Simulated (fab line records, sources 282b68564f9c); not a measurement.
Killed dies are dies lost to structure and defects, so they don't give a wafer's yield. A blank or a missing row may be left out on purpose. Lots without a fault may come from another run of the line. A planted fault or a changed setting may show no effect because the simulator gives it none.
A struck lot beside a sound one | flow rit_cmos | 14 steps out of a route of 202
Sound: wafers L700.2, L700.3, L700.5. Struck: wafers L703.2, L703.3, L703.6. The cause comes at the end.
At each step with rows: each side's tool, then ch and its chambers, then its first start. Under that, the readings that differ: sound wafers | struck wafers | difference of the means | sigmas: that difference in standard deviations of wafers without a fault.
alike: readings whose means differ by less than 2 such deviations, and words and numbers that are the same on both sides. not compared: withheld readings, readings that some wafer has no value for, bounds like >300 that may hide the same value, and numbers for which the record gives no deviation and whose values overlap.
The two part at a step that has a row with sigmas, a row that says differs or no value, or rows on one side only. Numbers that don't overlap but have no deviation are shown without sigmas and don't part them. A reading that every wafer of one side lacks parts them only if that side has two wafers or more.

first, 4 steps without rows for these wafers: RIT_NWELL_SOFTBAKE_02 (time 60 s); RIT_NWELL_EXPOSE_03 (exposes mask M2, target cd 43900 nm); RIT_NWELL_PEB_04; RIT_NWELL_DEVELOP_05 (develop time 68 s).
RIT_NWELL_OVL_MEAS_06:
  sound on overlay-01, day 3 18:02; struck on overlay-01, day 4 09:28
  reading        | sound          | struck       | difference | sigmas
  NWELL_OVL (nm) | -3.3 -2.0 -4.3 | 0.3 0.8 -1.4 | +3.1       | +2
then, 2 steps without rows for these wafers: RIT_NWELL_HARDBAKE_07 (time 120 s); RIT_NWELL_IMPLANT_08.
RIT_NWELL_STRIP_09: strips in O2, time 180 s.
  sound on plasma_asher-04 ch 0,1, day 3 18:28; struck on plasma_asher-04 ch 0,1, day 4 09:54
  alike: drypump_motor_current_A, rf_refl_power_W
  not compared: rf_hours_counter_h
RIT_NWELL_TW_MEAS_10:
  sound on film_metro-03, day 3 18:40; struck on film_metro-01, day 4 10:05
  alike: NWELL_TW
then, 3 steps without rows for these wafers: RIT_PWELL_HMDS_00 (prime time 60 s); RIT_PWELL_COAT_01 (resist thk 1300 nm); RIT_PWELL_SOFTBAKE_02 (time 60 s).
RIT_PWELL_EXPOSE_03: exposes mask M3, target cd 43700 nm.
  sound on iline_stepper-02 ch 0, day 3 19:18; struck on iline_stepper-02, day 4 10:38
  no value came back on the struck wafers for exposure_dose_mJ_cm2, focus_offset_nm (nm); on the sound wafers exposure_dose_mJ_cm2 reads 250.15 250.38 250.02
  alike: mask
then, 1 step without rows for these wafers: RIT_PWELL_PEB_04.

WHERE THEY PART
First at RIT_NWELL_OVL_MEAS_06; last, within this record, at RIT_PWELL_EXPOSE_03.

WHY: what the simulator had put in
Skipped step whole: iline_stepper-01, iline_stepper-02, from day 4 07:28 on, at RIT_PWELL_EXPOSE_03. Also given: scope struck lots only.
